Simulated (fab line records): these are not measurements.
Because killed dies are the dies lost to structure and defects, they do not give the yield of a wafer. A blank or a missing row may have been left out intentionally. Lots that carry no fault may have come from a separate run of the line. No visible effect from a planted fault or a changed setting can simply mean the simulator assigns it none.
Which tool was responsible? :: flow rit cmos :: 14 lots with 42 wafers sampled at 5 steps, on a route of 202 steps

## WHAT EACH GAUGE READ, for each wafer
RIT_FOX1_THK_MEAS_01. Usual: for FOX1_OXIDE_THK the level is 353 nm and the standard deviation is 8.4.
lot: L986
measured: day 2 03:14
on: film metro-03
FOX1_OXIDE_THK (nm): 357 360 354
flag: 

lot: L987
measured: day 2 10:11
on: film metro-01
FOX1_OXIDE_THK (nm): 355 365 365
flag: 

lot: L988
measured: day 2 14:14
on: film metro-03
FOX1_OXIDE_THK (nm): 359 361 359
flag: 

lot: L990
measured: day 3 01:11
on: film metro-01
FOX1_OXIDE_THK (nm): 349 353 355
flag: 

lot: L991
measured: day 3 05:53
on: film metro-01
FOX1_OXIDE_THK (nm): 345 342 350
flag: 

lot: L992
measured: day 3 09:10
on: film metro-01
FOX1_OXIDE_THK (nm): 345 353 350
flag: 

lot: L993
measured: day 3 15:28
on: film metro-01
FOX1_OXIDE_THK (nm): 353 347 346
flag: 

lot: L994
measured: day 3 21:22
on: film metro-01
FOX1_OXIDE_THK (nm): 357 357 350
flag: 

lot: L995
measured: day 4 01:53
on: film metro-03
FOX1_OXIDE_THK (nm): 359 364 365
flag: 

lot: L996
measured: day 4 06:50
on: film metro-02
FOX1_OXIDE_THK (nm): 345 345 347
flag: 

lot: L999
measured: day 4 21:26
on: film metro-01
FOX1_OXIDE_THK (nm): 362 361 356
flag: 

lot: L103
measured: day 5 17:22
on: film metro-02
FOX1_OXIDE_THK (nm): 289 292 291
flag: OFF

lot: L104
measured: day 5 22:34
on: film metro-01
FOX1_OXIDE_THK (nm): 361 364 367
flag: 

lot: L106
measured: day 6 07:48
on: film metro-02
FOX1_OXIDE_THK (nm): 303 311 298
flag: OFF

RIT_NLDD_OVL_MEAS_06. Usual: for NLDD_OVL the level is 0.2 nm and the standard deviation is 1.3.
lot: L986
measured: day 3 04:37
on: overlay-02
NLDD_OVL (nm): 2.2 1.5 2.6
flag: 

lot: L987
measured: day 3 12:38
on: overlay-02
NLDD_OVL (nm): -0.4 -1.7 0.4
flag: 

lot: L988
measured: day 3 14:42
on: overlay-01
NLDD_OVL (nm): 0.0 0.4 2.0
flag: 

lot: L990
measured: day 4 03:53
on: overlay-01
NLDD_OVL (nm): 2.3 2.7 2.2
flag: 

lot: L991
measured: day 4 06:26
on: overlay-02
NLDD_OVL (nm): 1.3 0.6 0.6
flag: 

lot: L992
measured: day 4 11:47
on: overlay-01
NLDD_OVL (nm): -0.3 -0.2 0.2
flag: 

lot: L993
measured: day 4 19:33
on: overlay-01
NLDD_OVL (nm): -0.3 -0.9 0.8
flag: 

lot: L994
measured: day 5 00:36
on: overlay-01
NLDD_OVL (nm): 1.2 1.8 1.2
flag: 

lot: L995
measured: day 5 04:59
on: overlay-01
NLDD_OVL (nm): 0.7 1.3 -1.5
flag: 

lot: L996
measured: day 5 09:58
on: overlay-01
NLDD_OVL (nm): 1.7 -0.2 0.7
flag: 

lot: L999
measured: day 5 20:51
on: overlay-01
NLDD_OVL (nm): -0.5 -0.4 0.5
flag: 

lot: L103
measured: day 6 21:19
on: overlay-02
NLDD_OVL (nm): 0.0 0.3 0.4
flag: 

lot: L104
measured: day 7 03:00
on: overlay-02
NLDD_OVL (nm): -0.5 -0.7 -1.7
flag: 

lot: L106
measured: day 7 09:41
on: overlay-02
NLDD_OVL (nm): -0.6 -0.9 -1.1
flag: 

RIT_M1_BOW_MEAS_16. Usual: for M1_BOW the level is 16 um and the standard deviation is 6.6.
lot: L986
measured: day 3 20:45
on: film metro-03
M1_BOW (um): 17 20 24
flag: 

lot: L987
measured: day 4 04:28
on: film metro-04
M1_BOW (um): 26 6 9
flag: 

lot: L988
measured: day 4 06:40
on: film metro-03
M1_BOW (um): 13 20 28
flag: 

lot: L990
measured: day 4 18:56
on: film metro-02
M1_BOW (um): 12 9 13
flag: 

lot: L991
measured: day 4 21:58
on: film metro-04
M1_BOW (um): 11 20 22
flag: 

lot: L992
measured: day 5 03:21
on: film metro-02
M1_BOW (um): 14 24 9
flag: 

lot: L993
measured: day 5 10:52
on: film metro-03
M1_BOW (um): 21 14 6
flag: 

lot: L994
measured: day 5 16:10
on: film metro-04
M1_BOW (um): 14 19 19
flag: 

lot: L995
measured: day 5 21:32
on: film metro-03
M1_BOW (um): 22 22 15
flag: 

lot: L996
measured: day 6 03:43
on: film metro-03
M1_BOW (um): 10 14 20
flag: 

lot: L999
measured: day 6 12:42
on: film metro-04
M1_BOW (um): 11 29 3
flag: 

lot: L103
measured: day 7 13:20
on: film metro-03
M1_BOW (um): 28 21 8
flag: 

lot: L104
measured: day 7 18:52
on: film metro-02
M1_BOW (um): 20 24 24
flag: 

lot: L106
measured: day 8 01:13
on: film metro-03
M1_BOW (um): 25 24 21
flag: 

## EACH LOT AND THE TOOL THAT RAN IT (in order: tool; ch and the chambers of the sampled wafers; start)
lot: L986
RIT_FOX1_OXIDATION_00: furnace-04 ch 0, day 2 01:55
RIT_NWELL_STRIP_09: plasma asher-01 ch 1, day 2 07:06

lot: L987
RIT_FOX1_OXIDATION_00: furnace-04 ch 0, day 2 08:51
RIT_NWELL_STRIP_09: plasma asher-04 ch 0,1, day 2 15:05

lot: L988
RIT_FOX1_OXIDATION_00: furnace-03 ch 0, day 2 12:55
RIT_NWELL_STRIP_09: plasma asher-03 ch 0,1, day 2 18:19

lot: L990
RIT_FOX1_OXIDATION_00: furnace-03 ch 0, day 2 23:53
RIT_NWELL_STRIP_09: plasma asher-01 ch 0,1, day 3 05:49

lot: L991
RIT_FOX1_OXIDATION_00: furnace-03 ch 0, day 3 04:32
RIT_NWELL_STRIP_09: plasma asher-01 ch 0,1, day 3 09:48

lot: L992
RIT_FOX1_OXIDATION_00: furnace-03 ch 0, day 3 07:51
RIT_NWELL_STRIP_09: plasma asher-01 ch 0,1, day 3 13:22

lot: L993
RIT_FOX1_OXIDATION_00: furnace-01 ch 0, day 3 14:08
RIT_NWELL_STRIP_09: plasma asher-01 ch 0,1, day 3 20:33

lot: L994
RIT_FOX1_OXIDATION_00: furnace-04 ch 0, day 3 20:03
RIT_NWELL_STRIP_09: plasma asher-01 ch 0,1, day 4 01:20

lot: L995
RIT_FOX1_OXIDATION_00: furnace-01 ch 0, day 4 00:34
RIT_NWELL_STRIP_09: plasma asher-03 ch 0,1, day 4 06:25

lot: L996
RIT_FOX1_OXIDATION_00: furnace-01 ch 0, day 4 05:31
RIT_NWELL_STRIP_09: plasma asher-04 ch 0,1, day 4 10:41

lot: L999
RIT_FOX1_OXIDATION_00: furnace-04 ch 0, day 4 20:07
RIT_NWELL_STRIP_09: plasma asher-03 ch 0,1, day 5 01:21

lot: L103
RIT_FOX1_OXIDATION_00: furnace-03 ch 0, day 5 16:03
RIT_NWELL_STRIP_09: plasma asher-03 ch 0,1, day 5 21:56

lot: L104
RIT_FOX1_OXIDATION_00: furnace-04 ch 0, day 5 21:15
RIT_NWELL_STRIP_09: plasma asher-04 ch 0,1, day 6 03:34

lot: L106
RIT_FOX1_OXIDATION_00: furnace-03 ch 0, day 6 06:29
RIT_NWELL_STRIP_09: plasma asher-03 ch 1, day 6 11:45
- RIT_FOX1_OXIDATION_00: target thk 350.7 nm, ox time 1130 s.
- RIT_NWELL_STRIP_09: strips in O2, time 180 s.

## WHAT THE TOOLS THEMSELVES READ (means of the sampled wafers that have a number; where no wafer has one, the mark that the record gives instead)
RIT_FOX1_OXIDATION_00. Usual: ox temp c 1100.2 C, standard deviation 0.45; spike tc centre C 1102.4 C, standard deviation 1.4; spike tc load C 1128.0 C, standard deviation 1.5.
lot: L986
tool: furnace-04
ox temp c (C): 1100.5
spike tc centre C (C): 1105.0
spike tc load C (C): 1130.8
flag: 

lot: L987
tool: furnace-04
ox temp c (C): 1100.3
spike tc centre C (C): 1104.6
spike tc load C (C): 1129.3
flag: 

lot: L988
tool: furnace-03
ox temp c (C): 1099.8
spike tc centre C (C): 1101.7
spike tc load C (C): 1128.1
flag: 

lot: L990
tool: furnace-03
ox temp c (C): 1100.3
spike tc centre C (C): 1101.6
spike tc load C (C): 1127.5
flag: 

lot: L991
tool: furnace-03
ox temp c (C): 1100.4
spike tc centre C (C): 1101.7
spike tc load C (C): 1128.1
flag: 

lot: L992
tool: furnace-03
ox temp c (C): 1100.2
spike tc centre C (C): 1101.8
spike tc load C (C): 1128.6
flag: 

lot: L993
tool: furnace-01
ox temp c (C): 1100.3
spike tc centre C (C): 1102.4
spike tc load C (C): 1126.9
flag: 

lot: L994
tool: furnace-04
ox temp c (C): 1100.1
spike tc centre C (C): 1104.3
spike tc load C (C): 1129.2
flag: 

lot: L995
tool: furnace-01
ox temp c (C): 1100.4
spike tc centre C (C): 1102.8
spike tc load C (C): 1127.6
flag: 

lot: L996
tool: furnace-01
ox temp c (C): 1100.4
spike tc centre C (C): 1102.9
spike tc load C (C): 1126.4
flag: 

lot: L999
tool: furnace-04
ox temp c (C): 1100.3
spike tc centre C (C): 1104.4
spike tc load C (C): 1129.3
flag: 

lot: L103
tool: furnace-03
ox temp c (C): 1100.1
spike tc centre C (C): 1101.7
spike tc load C (C): 1128.6
flag: 

lot: L104
tool: furnace-04
ox temp c (C): 1100.0
spike tc centre C (C): 1104.0
spike tc load C (C): 1129.4
flag: 

lot: L106
tool: furnace-03
ox temp c (C): 1100.4
spike tc centre C (C): 1101.6
spike tc load C (C): 1128.4
flag: 

RIT_NWELL_STRIP_09. Usual: 5.3 A for drypump motor current A, sd 0.41.
lot: L986
tool: plasma asher-01
drypump motor current A (A): 4.8
flag: 

lot: L987
tool: plasma asher-04
drypump motor current A (A): 5.5
flag: 

lot: L988
tool: plasma asher-03
drypump motor current A (A): 5.3
flag: 

lot: L990
tool: plasma asher-01
drypump motor current A (A): 5.2
flag: 

lot: L991
tool: plasma asher-01
drypump motor current A (A): 5.2
flag: 

lot: L992
tool: plasma asher-01
drypump motor current A (A): 5.0
flag: 

lot: L993
tool: plasma asher-01
drypump motor current A (A): 5.0
flag: 

lot: L994
tool: plasma asher-01
drypump motor current A (A): 5.2
flag: 

lot: L995
tool: plasma asher-03
drypump motor current A (A): 5.3
flag: 

lot: L996
tool: plasma asher-04
drypump motor current A (A): 5.5
flag: 

lot: L999
tool: plasma asher-03
drypump motor current A (A): 5.3
flag: 

lot: L103
tool: plasma asher-03
drypump motor current A (A): 5.6
flag: 

lot: L104
tool: plasma asher-04
drypump motor current A (A): 5.5
flag: 

lot: L106
tool: plasma asher-03
drypump motor current A (A): 5.9
flag: 

## THE ANSWER, worked out from the rows above alone
Rule: take the mean of a lot's wafers that have a number; if it is more than 3 standard deviations from the usual mean, the lot is off. A lot without any number at a reading at which 4 lots or more have one is off too. The other lots that the step has rows for count as sound. After the gauges, taken in route order, come the tools' own readings; for these a lot's mean is taken, as printed above. The first step at which some lot is off is used, and at that step the reading that is off furthest; a lot without a number counts as furthest.
Off: L103, L106, at RIT_FOX1_THK_MEAS_01 (FOX1_OXIDE_THK).
A tool fits if, at a process step before that reading, it ran every lot that is off, and no sound lot after the first of them. The gauges at RIT_FOX1_THK_MEAS_01 are tried like those tools. Can't be told from this: 2 tools fit, furnace-03 at RIT_FOX1_OXIDATION_00, film metro-02 at RIT_FOX1_THK_MEAS_01.

## WHAT THE SIMULATOR PUT IN
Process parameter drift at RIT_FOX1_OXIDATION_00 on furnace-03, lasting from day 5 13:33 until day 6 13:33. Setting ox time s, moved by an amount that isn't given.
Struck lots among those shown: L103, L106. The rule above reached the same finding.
